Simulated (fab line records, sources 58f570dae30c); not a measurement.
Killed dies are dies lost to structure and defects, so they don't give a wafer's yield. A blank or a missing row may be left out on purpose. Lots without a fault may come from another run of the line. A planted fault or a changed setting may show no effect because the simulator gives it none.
Chamber matching | flow berkeley_cmos170 | UCB170_V2_CMP_02 on cmp-02: 4 sister chambers
The step polishes SiO2. 14 wafers are shown with their chamber, then 7 later ones without.

WAFERS WITH THEIR CHAMBER
wafer  | chamber | motor_current_A (A)
L745.1 | 0       | 18.7
L745.5 | 3       | 14.7
L745.6 | 0       | 17.2
L744.3 | 1       | 13.5
L744.4 | 2       | 16.1
L744.5 | 3       | 14.5
L750.1 | 1       | 13.8
L750.3 | 0       | 17.0
L750.4 | 3       | 14.7
L754.2 | 0       | 18.2
L754.4 | 2       | 15.0
L754.6 | 3       | 14.2
L763.1 | 1       | 12.9
L763.3 | 3       | 14.5

SIGNATURES (means of the wafers above)
reading         | chamber 0 | chamber 1 | chamber 2 | chamber 3 | scatter within a chamber
motor_current_A | 17.775    | 13.400    | 15.550    | 14.520    | 0.562
Rule: a wafer's distance from a chamber is the root of the sum, over the readings, of the square of ((its reading less the chamber's mean) divided by the reading's scatter). The wafer belongs to the nearest chamber; if the next one is less than 2 further off, it can't be placed. The scatter: the root of (the sum of the squares of (reading less its chamber's mean) over the shown wafers, divided by (wafers less chambers)).

WAFERS WITHOUT THEIR CHAMBER
wafer  | motor_current_A (A)
L763.5 | 15.3
L765.1 | 17.1
L765.4 | 15.1
L765.6 | 14.2
L767.3 | 17.7
L767.5 | 18.0
L767.6 | 14.9

WHICH CHAMBER EACH WENT THROUGH
wafer  | from the rows above          | in truth
L763.5 | can't be placed: 2 or 3      | 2
L765.1 | can't be placed: 0 or 2      | 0
L765.4 | can't be placed: 2 or 3      | 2
L765.6 | can't be placed: 3 or 1 or 2 | 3
L767.3 | 0                            | 0
L767.5 | 0                            | 0
L767.6 | can't be placed: 3 or 2 or 1 | 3
Placed correctly: 2 of 7. Can't be placed from these rows: 5 (the true chamber is among the candidates in 5). Placed wrongly: 0.
